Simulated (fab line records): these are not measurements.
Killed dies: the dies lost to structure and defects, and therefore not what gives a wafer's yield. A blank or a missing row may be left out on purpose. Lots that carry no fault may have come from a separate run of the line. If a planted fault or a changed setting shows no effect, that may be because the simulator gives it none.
Split-lot trial ; flow ritCmos ; 23 wafers read across 5 lots, on a route 202 steps long

== THE SPLIT ITSELF ==
At RIT_FOX2_OXIDATION_00 (target thk 350.7 nm, ox time 1130 s), the setting oxTimeS was moved away from the recipe's 1130 s on 20 of the 23 wafers read, by -9.1% to +14.1%. This setting was run at the recipe's value on the other wafers.

== FROM THE SPLIT TO THE READING: what the file shows between them, 21 steps ==
- RIT_FOX2_THK_MEAS_01
- RIT_FOX2_CLEAN_02: cleans in dHF, time 180 s
- RIT_FOX2_WET_ETCH_03: etches Si3N4 in H3PO4, target depth 195 nm, time 2700 s
- RIT_FOX2_THK_MEAS_90
- RIT_NWELL_IMPLANT_08 (also split here: doseCm2)
- RIT_NWELL_STRIP_09: strips in O2, time 180 s
- RIT_NWELL_TW_MEAS_10
- RIT_PWELL_COAT_01: resist thk 1300 nm (also split here: resistThkNm)
- RIT_PWELL_SOFTBAKE_02: time 60 s
- RIT_PWELL_EXPOSE_03: exposes mask M3, target cd 43700 nm
- RIT_PWELL_DEVELOP_05: develop time 68 s
- RIT_PWELL_HARDBAKE_07: time 120 s
- RIT_PWELL_STRIP_09: strips in O2, time 180 s (also split here: o2FlowSccm)
- RIT_WELLDRIVE_ANNEAL_00: time 14700 s
- RIT_WELLDRIVE_RS_MEAS_01: measures by four-point-probe
- RIT_PRETRO_IMPLANT_08 (also split here: energyKev)
- RIT_GATE_WET_ETCH_00: etches SiO2 in BOE, target depth 56 nm, time 60 s (also split here: timeS)
- RIT_GATE_CLEAN_01: cleans in SC1, time 600 s
- RIT_GATE_CLEAN_02: cleans in dHF, time 30 s
- RIT_GATE_CLEAN_03: cleans in SC2, time 600 s
- RIT_GATE_CLEAN_04: cleans in dHF, time 60 s

== THE READING ==
FIELD_OXIDE_LEFT_2_THK (nm), taken at RIT_FOX2_THK_MEAS_91. Fault-free wafers of this fab line usually give 253 nm, standard deviation 6.6 nm.

wafer;tool, chamber at the split;oxTimeS as run, s;against the recipe;FIELD_OXIDE_LEFT_2_THK, nm;against lot-mates on the recipe
L074.2;-, -;1027;-9.1%;242;no lot-mate on the recipe
L074.3;-, -;1027;-9.1%;242;no lot-mate on the recipe
L074.4;-, -;1027;-9.1%;240;no lot-mate on the recipe
L074.5;-, -;1027;-9.1%;239;no lot-mate on the recipe
L074.6;-, -;1027;-9.1%;244;no lot-mate on the recipe
L078.4;furnace-01, 0;1130;recipe;244;-
L078.5;furnace-01, 0;1130;recipe;248;-
L078.6;furnace-01, 0;1130;recipe;244;-
L079.1;-, -;1257;+11.2%;272;no lot-mate on the recipe
L079.2;-, -;1257;+11.2%;275;no lot-mate on the recipe
L079.3;-, -;1257;+11.2%;271;no lot-mate on the recipe
L079.4;-, -;1257;+11.2%;276;no lot-mate on the recipe
L079.6;-, -;1257;+11.2%;277;no lot-mate on the recipe
L080.1;-, -;1289;+14.1%;269;no lot-mate on the recipe
L080.2;-, -;1289;+14.1%;271;no lot-mate on the recipe
L080.3;-, -;1289;+14.1%;273;no lot-mate on the recipe
L080.4;-, -;1289;+14.1%;277;no lot-mate on the recipe
L080.5;-, -;1289;+14.1%;273;no lot-mate on the recipe
L083.1;-, -;1068;-5.5%;249;no lot-mate on the recipe
L083.2;-, -;1068;-5.5%;245;no lot-mate on the recipe
L083.3;-, -;1068;-5.5%;245;no lot-mate on the recipe
L083.4;-, -;1068;-5.5%;245;no lot-mate on the recipe
L083.5;-, -;1068;-5.5%;242;no lot-mate on the recipe

FIT RESULTS
A straight line over all 23 wafers: FIELD_OXIDE_LEFT_2_THK changes by +1.51 nm for each +1% of oxTimeS; r = +0.96; the points scatter about the line by 4.5 nm.
Too few moved wafers have a lot-mate on the recipe to fit a line with each lot's own level taken away.

== THE WHOLE CHAIN: every reading that the file lists as answering this split, in the file's order ==
step;what it does;reading;change (the file's fit);r (the file's)
RIT_FOX2_OXIDATION_00;target thk 350.7 nm, ox time 1130 s;SiO2_of_FOX2_OXIDATION_00.thkNm (the simulator's own value, which no gauge read);+1.72 nm for each +1% of the setting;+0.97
RIT_FOX2_THK_MEAS_01;;FOX2_OXIDE_THK;+1.73 for each +1% of the setting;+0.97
RIT_FOX2_THK_MEAS_90;;FIELD_OXIDE_LEFT_1_THK;+1.71 for each +1% of the setting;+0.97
RIT_FOX2_THK_MEAS_91;;FIELD_OXIDE_LEFT_2_THK;+1.51 for each +1% of the setting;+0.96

== FILE'S OWN FIT ==
FIELD_OXIDE_LEFT_2_THK changes by +1.51 nm for each +1% of oxTimeS, r = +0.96.
